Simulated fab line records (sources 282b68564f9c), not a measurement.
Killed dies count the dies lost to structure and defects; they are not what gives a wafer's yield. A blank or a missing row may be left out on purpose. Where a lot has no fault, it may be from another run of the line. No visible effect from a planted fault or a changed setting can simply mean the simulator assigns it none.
Problem report in the 8D (eight disciplines) form, filled by code    flow rit-cmos    the parts of the form that need people (team, actions taken, sign-off) are left out

## 1. PROBLEM STATEMENT
Wafers with no fault read 124.5 W with a standard deviation of 0.41, whereas rf-fwd-power-W at RIT_ACTIVE_ETCH_13 reads a mean of 173.6 W on 1 wafer of 1 lot. So: +99 or more standard deviations from the usual mean.
The step: etches Si3N4 in SF6, stops on SiO2, time 210 s, target depth 210 nm.
Earliest sighting: wafer L912.6 on rie-diel-02 at day 5 04:04. The record holds 15 wafers of 5 lots with a number at this step. The rule behind "out" and "out of limits": a value lying over 4 standard deviations away from the usual mean. Any other wafer with a number is counted as sound.

## 2. WHAT IT IS; WHAT IT IS NOT
question                     is                is not
which readings at this step  rf-fwd-power-W    SF6_flow_sccm, drypump-motor-current-A, oes-product-au, throttle-valve-pct
which lots                   L912              L901, L905, L915, L916
which wafers of those lots   L912.6            L912.3, L912.4
read on which tools          rie-diel-02       rie-diel-03
when                         from day 5 04:04  up to then (8 sound wafers); but 6 sound wafers of L915, L916 came after

## 3. THE SUSPECTS, EACH WITH WHAT RULES IT OUT
Counting: any tool at a process step up to the reading remains a suspect provided it ran every lot that is out. Sound lots after the first of them don't rule it out here, since some wafers of a struck lot are sound.
- rie-diel-02 at RIT_ACTIVE_ETCH_13 (etches Si3N4 in SF6, stops on SiO2, time 210 s, target depth 210 nm): kept. It processed L912, the lot that is out, at day 5 04:04, and its most recent sound lot before then was L905 at day 3 16:50. Its own rf-fwd-power-W readings are out on those wafers.
- In rie-diel-02 at RIT_ACTIVE_ETCH_13, the wafers that are out were processed in chamber 0 and their sound lot-mates in chambers 1, 3.
After counting, what remains is rie-diel-02 at RIT_ACTIVE_ETCH_13.

## 4. THE CAUSE (what the simulator had put in)
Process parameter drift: rie-diel-02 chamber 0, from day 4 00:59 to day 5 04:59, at RIT_ACTIVE_ETCH_13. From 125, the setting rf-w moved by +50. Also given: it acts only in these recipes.
After counting, this tool was the only one left.

## 5. SEQUENCE OF EFFECTS, ordered by route
Each row: a reading where the mean over the struck wafers with a number is more than 3 standard deviations away from the usual. Readings are gone through only where the record gives a usual standard deviation; hours: the median, over the lots, of the time from a lot's start at the first step in this table giving one to that lot's start at this step; sigmas: the change measured in usual standard deviations.
hours  step                reading         usual    on struck wafers  change  sigmas
0      RIT_ACTIVE_ETCH_13  rf-fwd-power-W  124.5 W  173.6             +49.1   +99 or more
The process steps in it:
- RIT_ACTIVE_ETCH_13: etches Si3N4 in SF6, stops on SiO2, time 210 s, target depth 210 nm.

## 6. HOW IT WOULD HAVE BEEN CAUGHT EARLIER
The fault began at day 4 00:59; the first out-of-limits reading in this record came at day 5 04:04, 27 hours later.
